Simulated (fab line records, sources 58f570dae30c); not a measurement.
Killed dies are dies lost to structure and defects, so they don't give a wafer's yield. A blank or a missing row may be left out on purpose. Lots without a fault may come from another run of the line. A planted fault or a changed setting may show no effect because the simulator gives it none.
fab line records | flow berkeley_cmos170
record lots=14 wafers=42 last_day=13
route steps=331 shown PWELL@48 PLDD@156 SPACER@174 NSD@195
lots that met no fault: from a run of the same line without faults
start_h: hours from the record's first day to the start of the lot's first wafer shown | wait_h: hours since the lot's step before | " the same as in the row above | L1.1+2: a row that stands for several wafers | - no value, or no start given | * or withheld: withheld | < > ~ a bound
route shown NAME@n: a module of which the file shows steps, and the number in the route of the first | usual: mean/standard deviation of fault-free wafers | same: alike in all rows | chamber/n: place in a boat | sites: the reading at each site | _std_site: their standard deviation | _edge_site: outer sites' mean less inner sites' | radius_mm: how far each site lies from the wafer's centre | mask NAME#n: copy n | behind: the tool/chamber that last shaped the wafer | hold: why the lot was held/for how many hours/how that ended | device: the transistor (n, p or np) that didn't switch | end of line: the same wafers' tests at the end of the route | a step without rows: its recipe alone | killed: dies lost to structure and defects at the first sort, not the wafer's yield | map: a wafer's dies, x killed, . not, _ none there
set.NAME: the setting as run; set.NAME@STEP: as run at that earlier step | model.NAME: the simulator's own value behind a step, which no gauge read
steps of the route over a sample of lots; a table a step, a row a wafer
services: from which hour (start_h, from the record's first day; less than 0 if before it) a tool's chamber was out of use, for how many hours, and why
## steps
# step UCB170_PWELL_ETCH_14
# recipe chemistry=CH3F/Ar/O2 target=Si3N4 stop_on=SiO2 CH3F_flow_sccm=20 Ar_flow_sccm=50 O2_flow_sccm=7 pressure_mtorr=50 rf_w=450 target_depth_a=2420 over_etch_frac=0.1 time_s=151
# usual drypump_motor_current_A=5.4/0.34 oes_product_au=0.942/0.017 throttle_valve_pct=8.07/0.13
# columns lot.wafer tool chamber start_h wait_h drypump_motor_current_A oes_product_au rf_hours_counter_h throttle_valve_pct
L348.1 rie_diel-04 0 66.27 0.0 5.7 0.950 157 7.99
L348.4 " 3 " " 5.1 0.941 35 8.03
L348.5 " 2 " " 5.0 0.953 - 7.97
L347.1 rie_diel-02 3 66.92 0.0 5.6 0.922 7 7.79
L347.2 " 2 " " 5.3 0.924 169 7.93
L347.3 " 1 " " 5.6 0.951 74 8.21
L349.1 rie_diel-02 1 73.37 0.0 5.6 0.961 74 8.23
L349.3 " 3 " " 5.6 0.934 7 7.80
L349.4 " 0 " " 5.1 0.919 - 8.16
L352.1 rie_diel-02 1 85.58 0.0 5.6 0.960 75 8.24
L352.2 " 3 " " 5.6 0.935 9 7.79
L352.4 " 0 " " 5.1 0.928 - 8.15
L354.2 rie_diel-04 2 96.78 0.0 5.0 0.961 45 8.00
L354.3 " 1 " " 5.5 0.940 14 8.14
L354.4 " 3 " " 5.1 0.950 37 8.05
L357.1 rie_diel-04 3 109.78 0.0 5.1 0.947 38 8.04
L357.2 " 1 " " 5.5 0.932 15 8.15
L357.6 " 2 " " 5.0 0.950 - 7.96
L359.1 rie_diel-04 1 119.58 0.0 5.5 0.936 15 8.14
L359.4 " 2 " " 5.0 0.948 47 7.97
L359.6 " 1 " " 5.5 0.932 - 8.15
L358.4 rie_diel-03 1 119.82 0.0 5.2 0.957 75 7.96
L358.5 " 2 " " 5.3 0.974 - 8.27
L358.6 " 1 " " 5.2 0.968 - 7.98
L363.2 rie_diel-02 1 148.16 0.0 5.6 0.945 80 8.24
L363.3 " 2 " " 5.3 0.933 2 7.91
L363.5 " 1 " " 5.6 0.943 - 8.23
L364.2 rie_diel-04 1 148.28 0.0 5.5 0.934 17 8.16
L364.3 " 3 " " 5.1 0.947 40 8.03
L364.5 " 3 " " 5.1 0.951 - 8.04
L365.1 rie_diel-02 1 160.23 0.0 5.6 0.960 81 8.23
L365.3 " 0 " " 5.1 0.915 7 8.14
L365.4 " 3 " " 5.6 0.923 11 7.80
L366.1 rie_diel-03 0 160.51 0.0 6.0 0.948 56 8.07
L366.2 " 1 " " 5.2 0.952 77 7.98
L366.5 " 3 " " 6.5 0.933 - 8.04
L369.2 rie_diel-02 1 173.72 0.0 5.6 0.959 81 8.25
L369.4 " 3 " " 5.6 0.918 12 7.82
L369.6 " 1 " " 5.6 0.950 - 8.24
L368.2 rie_diel-04 2 173.83 0.0 5.0 0.947 50 7.99
L368.3 " 3 " " 5.1 0.942 41 8.02
L368.6 " 0 " " 5.7 0.927 - 7.99
# step UCB170_PLDD_TW_MEAS_11
# usual PLDD_TW=1010/7.1
# columns lot.wafer tool chamber start_h wait_h PLDD_TW
L347.1 film_metro-04 - 166.61 0.1 1003
L347.2 " - " " 1005
L347.3 " - " " 1009
L349.1 film_metro-02 - 166.88 0.1 1015
L349.3 " - " " 1009
L349.4 " - " " 1011
L348.1 film_metro-03 - 166.90 0.1 1012
L348.4 " - " " 1015
L348.5 " - " " 1015
L352.1 film_metro-03 - 186.47 0.1 1016
L352.2 " - " " 1016
L352.4 " - " " 1010
L354.2 film_metro-04 - 203.40 0.1 1005
L354.3 " - " " 1005
L354.4 " - " " 999
L357.1 film_metro-02 - 211.88 0.1 1014
L357.2 " - " " 1010
L357.6 " - " " 1015
L358.4 film_metro-03 - 221.62 0.1 1017
L358.5 " - " " 1019
L358.6 " - " " 1022
L359.1 film_metro-02 - 221.86 0.1 1020
L359.4 " - " " 1015
L359.6 " - " " 1011
L363.2 film_metro-04 - 254.23 0.1 998
L363.3 " - " " 1003
L363.5 " - " " 1005
L366.1 film_metro-03 - 254.59 0.1 1012
L366.2 " - " " 1014
L366.5 " - " " 1010
L365.1 film_metro-02 - 254.87 0.1 1011
L365.3 " - " " 1013
L365.4 " - " " 1012
L364.2 film_metro-04 - 255.00 0.1 999
L364.3 " - " " 1006
L364.5 " - " " 1003
L368.2 film_metro-03 - 257.71 0.1 1006
L368.3 " - " " 1013
L368.6 " - " " 1017
L369.2 film_metro-04 - 258.01 0.1 999
L369.4 " - " " 997
L369.6 " - " " 1002
# step UCB170_SPACER_ETCHBACK_03
# recipe stop_on=Si target=SiO2 chemistry=CHF3/CF4/Ar CHF3_flow_sccm=50 cf4_flow_sccm=10 Ar_flow_sccm=120 pressure_mtorr=200 rf_w=500 target_depth_a=3760 time_s=100
# usual drypump_motor_current_A=5.6/0.5 oes_product_au=0.900/0.019 throttle_valve_pct=6.47/0.12
# columns lot.wafer tool chamber start_h wait_h drypump_motor_current_A oes_product_au rf_hours_counter_h throttle_valve_pct
L347.1 rie_diel-03 3 178.20 0.0 6.4 0.892 46 6.48
L347.2 " 0 " " 6.0 0.895 56 6.49
L347.3 " 1 " " 5.2 0.907 78 6.38
L348.1 rie_diel-02 0 178.20 0.0 5.1 0.866 8 6.56
L348.4 " 1 " " 5.6 0.916 81 6.63
L348.5 " 3 " " 5.6 0.896 - 6.26
L349.1 rie_diel-01 2 178.20 0.0 4.7 0.892 76 6.51
L349.3 " 3 " " 5.7 0.893 125 6.56
L349.4 " 1 " " 6.4 0.877 22 6.28
L352.1 rie_diel-01 0 194.83 0.0 5.4 0.926 13 6.38
L352.2 " 1 " " 6.4 0.862 23 6.29
L352.4 " 2 " " 4.7 0.901 76 6.51
L354.2 rie_diel-03 1 209.87 0.0 5.2 0.899 80 6.39
L354.3 " 0 " " 6.0 0.903 58 6.49
L354.4 " 2 " " 5.3 0.931 145 6.68
L357.1 rie_diel-01 2 218.22 0.0 4.7 0.884 78 6.52
L357.2 " 0 " " 5.4 0.917 14 6.38
L357.6 " 0 " " 5.4 0.933 - 6.37
L358.4 rie_diel-01 1 229.22 0.0 6.4 0.877 24 6.28
L358.5 " 3 " " 5.7 0.900 - 6.57
L358.6 " 2 " " 4.7 0.899 - 6.52
L359.1 rie_diel-02 2 229.22 0.0 5.2 0.899 6 6.35
L359.4 " 0 " " 5.1 0.886 - 6.56
L359.6 " 1 " " 5.6 0.932 - 6.62
L363.2 rie_diel-02 2 264.32 0.0 5.3 0.891 8 6.35
L363.3 " 3 " " 5.6 0.890 15 6.25
L363.5 " 3 " " 5.6 0.896 - 6.26
L365.1 rie_diel-01 1 264.32 0.0 6.4 0.868 26 6.28
L365.3 " 2 " " 4.7 0.880 80 6.51
L365.4 " 3 " " 5.7 0.885 129 6.57
L366.1 rie_diel-03 2 264.32 0.0 5.3 0.891 2 6.67
L366.2 " 1 " " 5.2 0.924 83 6.40
L366.5 " 1 " " 5.2 0.947 - 6.39
L364.2 rie_diel-02 0 264.39 0.1 5.1 0.867 12 6.57
L364.3 " 3 " " 5.6 0.891 15 6.24
L364.5 " 2 " " 5.2 0.903 - 6.33
L368.2 rie_diel-03 3 264.39 0.1 6.4 0.909 51 6.49
L368.3 " 1 " " 5.2 0.934 83 6.38
L368.6 " 1 " " 5.2 0.941 - 6.39
L369.2 rie_diel-02 1 271.05 0.0 5.6 0.902 86 6.62
L369.4 " 3 " " 5.6 0.890 15 6.25
L369.6 " 1 " " 5.6 0.916 - 6.63
# step UCB170_NSD_IMPLANT_08
# recipe species=P dose_cm2=3e+15 energy_kev=40 tilt_deg=7
# usual beam_energy_keV=40.001/0.012 beam_on_s=9.99/0.21 dose_ions_cm2=3.001e+15/3.5e+12 faraday_current_uA=9265/190
# columns lot.wafer tool chamber start_h wait_h beam_energy_keV beam_on_s dose_ions_cm2 faraday_current_uA
L347.1 implanter-03 0 181.00 0.0 40.001 9.72 3.003e+15 9507
L347.2 " 0 " " 39.999 10.11 3.002e+15 9181
L347.3 " 0 " " 39.983 10.25 2.996e+15 9018
L348.1 implanter-04 0 181.12 0.0 40.022 10.23 3.003e+15 9083
L348.4 " 0 " " 40.017 9.88 3.004e+15 9375
L348.5 " 0 " " 40.020 9.97 3e+15 9257
L349.1 implanter-01 0 181.24 0.0 40.005 9.93 3.002e+15 9320
L349.3 " 0 " " 40.004 9.96 3.001e+15 9261
L349.4 " 0 " " 40.006 9.46 3e+15 9767
L352.1 implanter-04 0 198.82 0.0 40.002 10.32 2.999e+15 8934
L352.2 " 0 " " 39.997 10.04 2.998e+15 9216
L352.4 " 0 " " 39.989 9.96 2.991e+15 9278
L354.2 implanter-04 0 215.24 0.0 40.008 10.12 3.004e+15 9161
L354.3 " 0 " " 40.002 10.07 3e+15 9192
L354.4 " 0 " " 39.986 9.88 2.999e+15 9335
L357.1 implanter-04 0 224.85 0.0 39.987 10.26 3.657e+15 10971
L357.2 " 0 " " 40.007 9.95 3.668e+15 11281
L357.6 " 0 " " 39.991 9.60 3.671e+15 11743
L358.4 implanter-04 0 238.25 0.1 39.996 10.07 3.662e+15 11193
L358.5 " 0 " " 39.994 9.82 3.671e+15 11472
L358.6 " 0 " " 39.999 10.19 3.661e+15 10997
L359.1 implanter-03 0 238.39 0.0 40.008 10.02 3.004e+15 9242
L359.4 " 0 " " 40.006 9.91 2.996e+15 9325
L359.6 " 0 " " 40.011 9.92 3.004e+15 9372
L365.1 implanter-01 0 271.30 0.0 39.988 9.97 2.993e+15 9279
L365.3 " 0 " " 40.017 9.95 3e+15 9303
L365.4 " 0 " " 39.995 9.68 2.997e+15 9615
L363.2 implanter-03 0 271.32 0.0 39.983 10.29 2.997e+15 8969
L363.3 " 0 " " 40.003 10.05 2.996e+15 9255
L363.5 " 0 " " 39.999 9.93 3.005e+15 9319
L366.1 implanter-03 0 271.45 0.1 40.005 9.85 3.003e+15 9417
L366.2 " 0 " " 39.985 10.25 3.003e+15 9052
L366.5 " 0 " " 40.007 9.88 2.998e+15 9333
L368.2 implanter-01 0 271.60 0.0 40.000 10.35 2.991e+15 8911
L368.3 " 0 " " 39.999 9.93 2.996e+15 9338
L368.6 " 0 " " 40.011 10.07 2.997e+15 9223
L364.2 implanter-03 0 271.87 0.0 39.996 10.14 3.002e+15 9140
L364.3 " 0 " " 40.009 9.78 2.998e+15 9423
L364.5 " 0 " " 39.982 10.15 2.997e+15 9154
L369.2 implanter-01 0 274.30 0.0 40.007 9.50 2.998e+15 9661
L369.4 " 0 " " 40.005 10.23 3.002e+15 9050
L369.6 " 0 " " 40.013 9.77 3.001e+15 9429
# step UCB170_NSD_STRIP_09
# recipe chemistry=O2 power_w=400 pressure_mtorr=3500 platen_temp_c=withheld o2_flow_sccm=400 overash_fraction=0.5
# usual drypump_motor_current_A=5.5/0.46 oes_product_au=0.534/0.0048 strip_time_to_endpoint_s=35.84/0.071
# columns lot.wafer tool chamber start_h wait_h drypump_motor_current_A oes_product_au rf_hours_counter_h strip_time_to_endpoint_s
L347.1 plasma_asher-01 1 181.15 0.1 5.7 0.533 45 35.87
L347.2 " 0 " " 5.4 0.531 45 35.88
L347.3 " 1 " " 5.7 0.531 - 35.91
L348.1 plasma_asher-03 1 181.27 0.1 4.8 0.537 37 35.79
L348.4 " 1 " " 4.9 0.534 - 35.79
L348.5 " 1 " " 4.8 0.534 - 35.83
L349.1 plasma_asher-04 0 181.39 0.1 6.0 0.538 45 35.83
L349.3 " 0 " " 6.0 0.529 - 35.75
L349.4 " 1 " " 5.0 0.532 - 35.72
L352.1 plasma_asher-01 0 198.97 0.1 5.4 0.530 46 35.82
L352.2 " 1 " " 5.7 0.532 46 35.77
L352.4 " 1 " " 5.7 0.535 - 35.75
L354.2 plasma_asher-01 0 215.36 0.1 5.4 0.536 48 35.81
L354.3 " 0 " " 5.4 0.541 - 35.93
L354.4 " 1 " " 5.7 0.530 - 35.90
L357.1 plasma_asher-03 0 225.00 0.1 5.9 0.519 41 37.75
L357.2 " 1 " " 4.9 0.516 41 37.74
L357.6 " 0 " " 6.0 0.516 - 37.77
L358.4 plasma_asher-04 1 238.36 0.1 5.0 0.525 - 37.89
L358.5 " 0 " " 6.0 0.518 - 37.89
L358.6 " 1 " " 5.0 0.514 - 37.89
L359.1 plasma_asher-04 0 238.54 0.1 6.1 0.536 51 35.80
L359.4 " 0 " " 6.1 0.532 - 35.86
L359.6 " 0 " " 6.1 0.534 - 35.75
L363.2 plasma_asher-03 1 271.45 0.1 4.9 0.533 44 35.94
L363.3 " 1 " " 4.9 0.528 - 35.95
L363.5 " 1 " " 4.9 0.536 - 35.91
L365.1 plasma_asher-04 0 271.45 0.1 6.0 0.531 55 36.00
L365.3 " 0 " " 6.0 0.532 - 35.93
L365.4 " 1 " " 5.0 0.538 - 35.88
L366.1 plasma_asher-01 1 271.60 0.1 5.7 0.543 55 35.86
L366.2 " 0 " " 5.4 0.533 55 35.82
L366.5 " 1 " " 5.7 0.535 - 35.85
L368.2 plasma_asher-03 0 271.72 0.1 6.0 0.535 45 35.80
L368.3 " 1 " " 4.9 0.532 - 35.78
L368.6 " 0 " " 6.0 0.540 - 35.78
L364.2 plasma_asher-01 1 272.00 0.1 5.7 0.535 56 35.67
L364.3 " 1 " " 5.8 0.532 - 35.76
L364.5 " 1 " " 5.7 0.539 - 35.82
L369.2 plasma_asher-04 1 274.43 0.1 5.0 0.533 56 35.84
L369.4 " 1 " " 5.0 0.522 - 35.78
L369.6 " 0 " " 6.1 0.536 - 35.76
# step UCB170_NSD_TW_MEAS_10
# usual NSD_TW=4181/33
# columns lot.wafer tool chamber start_h wait_h NSD_TW
L347.1 film_metro-04 - 181.25 0.1 4120
L347.2 " - " " 4175
L347.3 " - " " 4155
L348.1 film_metro-02 - 181.43 0.1 4166
L348.4 " - " " 4173
L348.5 " - " " 4170
L349.1 film_metro-03 - 181.49 0.1 4217
L349.3 " - " " 4208
L349.4 " - " " 4182
L352.1 film_metro-02 - 199.07 0.1 4178
L352.2 " - " " 4199
L352.4 " - " " 4210
L354.2 film_metro-02 - 215.47 0.1 4230
L354.3 " - " " 4183
L354.4 " - " " 4181
L357.1 film_metro-04 - 225.10 0.1 4237
L357.2 " - " " 4228
L357.6 " - " " 4242
L358.4 film_metro-02 - 238.46 0.1 4277
L358.5 " - " " 4311
L358.6 " - " " 4299
L359.1 film_metro-02 - 238.64 0.1 4231
L359.4 " - " " 4193
L359.6 " - " " 4212
L365.1 film_metro-04 - 271.55 0.1 4153
L365.3 " - " " 4139
L365.4 " - " " 4167
L363.2 film_metro-02 - 271.56 0.1 4232
L363.3 " - " " 4219
L363.5 " - " " 4203
L366.1 film_metro-03 - 271.70 0.1 4237
L366.2 " - " " 4204
L366.5 " - " " 4228
L368.2 film_metro-02 - 271.83 0.1 4193
L368.3 " - " " 4206
L368.6 " - " " 4172
L364.2 film_metro-04 - 272.11 0.1 4149
L364.3 " - " " 4135
L364.5 " - " " 4156
L369.2 film_metro-02 - 274.54 0.1 4203
L369.4 " - " " 4226
L369.6 " - " " 4214
# step UCB170_SDANNEAL_RS_MEAS_03
# recipe thk_meas_gauge=four-point-probe
# usual NSD_RS=37.25/0.085
# columns lot.wafer tool chamber start_h wait_h NSD_RS[ohm/sq]
L347.1 film_metro-02 - 182.65 0.1 37.27
L347.2 " - " " 37.19
L347.3 " - " " 37.19
L348.1 film_metro-03 - 182.85 0.1 37.16
L348.4 " - " " 37.37
L348.5 " - " " 37.28
L349.1 film_metro-04 - 183.02 0.1 37.16
L349.3 " - " " 37.34
L349.4 " - " " 37.29
L352.1 film_metro-03 - 201.71 0.1 37.24
L352.2 " - " " 37.23
L352.4 " - " " 37.24
L354.2 film_metro-03 - 217.36 0.1 37.35
L354.3 " - " " 37.28
L354.4 " - " " 37.19
L357.1 film_metro-04 - 226.36 0.1 34.39
L357.2 " - " " 34.25
L357.6 " - " " 34.39
L358.4 film_metro-04 - 240.46 0.1 34.30
L358.5 " - " " 34.20
L358.6 " - " " 34.20
L359.1 film_metro-03 - 240.79 0.1 37.28
L359.4 " - " " 37.38
L359.6 " - " " 37.31
L366.1 film_metro-04 - 272.95 0.1 37.15
L366.2 " - " " 37.23
L366.5 " - " " 37.24
L363.2 film_metro-03 - 273.23 0.1 37.29
L363.3 " - " " 37.27
L363.5 " - " " 37.30
L365.1 film_metro-02 - 273.51 0.1 37.21
L365.3 " - " " 37.15
L365.4 " - " " 37.23
L368.2 film_metro-03 - 273.88 0.1 37.38
L368.3 " - " " 37.45
L368.6 " - " " 37.40
L364.2 film_metro-04 - 273.99 0.1 37.35
L364.3 " - " " 37.34
L364.5 " - " " 37.27
L369.2 film_metro-04 - 275.94 0.1 37.24
L369.4 " - " " 37.24
L369.6 " - " " 37.27
## services
# columns tool chamber start_h hours kind
rie_diel-03 3 47.59 7.6 repair
rie_diel-03 2 48.38 2.2 repair
rie_diel-02 2 72.67 - clean
rie_diel-02 2 72.67 17.2 scheduled_down
rie_diel-02 2 72.67 17.2 vent_cycle
plasma_asher-03 - 72.94 0.7 repair
rie_diel-02 0 87.80 4.0 repair
rie_diel-02 2 93.34 30.8 repair
rie_diel-02 3 107.29 31.0 repair
rie_diel-01 0 134.80 3.4 repair
rie_diel-03 2 140.31 9.4 repair
rie_diel-04 2 143.10 2.1 repair
implanter-01 - 148.28 3.9 pm
rie_diel-02 3 206.25 4.4 repair
rie_diel-04 - 209.57 4.0 repair
rie_diel-02 3 227.62 14.4 repair
implanter-04 - 231.74 2.5 repair
plasma_asher-03 - 237.37 17.2 repair
implanter-01 - 237.76 8.3 repair
rie_diel-03 0 253.96 12.5 repair
rie_diel-02 0 255.18 7.7 repair
implanter-03 - 256.05 3.9 repair
implanter-04 - 271.34 0.7 repair
rie_diel-02 - 272.18 28.1 pm
## key
first_sign step=UCB170_NSD_IMPLANT_08 reading=dose_ions_cm2 direction=up sigmas=99+ usual=3.001e+15 struck=3.665e+15
effect step=UCB170_NSD_IMPLANT_08 reading=faraday_current_uA direction=up sigmas=11 usual=9265 struck=11276
effect step=UCB170_NSD_STRIP_09 reading=strip_time_to_endpoint_s direction=up sigmas=28 usual=* struck=*
effect step=UCB170_NSD_TW_MEAS_10 reading=NSD_TW direction=up sigmas=2.5 usual=4181 struck=4266
effect step=UCB170_SDANNEAL_RS_MEAS_03 reading=NSD_RS direction=down sigmas=35 usual=37.25 struck=34.29
met_at UCB170_NSD_IMPLANT_08
struck_lots L357,L358
tester_left_out L357,L358
not_acting_at UCB170_PWELL_ETCH_14,UCB170_PLDD_TW_MEAS_11,UCB170_SPACER_ETCHBACK_03
onset_between 215.24 224.85
fault kind=process_parameter_drift tool=implanter-04 chamber=- onset_h=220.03 steps=UCB170_NSD_IMPLANT_08 channel=dose_cm2 offset=6.6526e+14 shape=step end_h=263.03 acts_in=these_recipes_only stated=3e+15
# tester_left_out: of these lots the tester's yield and bins aren't shown, on N5 and GAA mostly nor the transistor test; their killed dies are dies lost to structure and defects alone, not to doping, threshold or leakage, so they don't give the yield
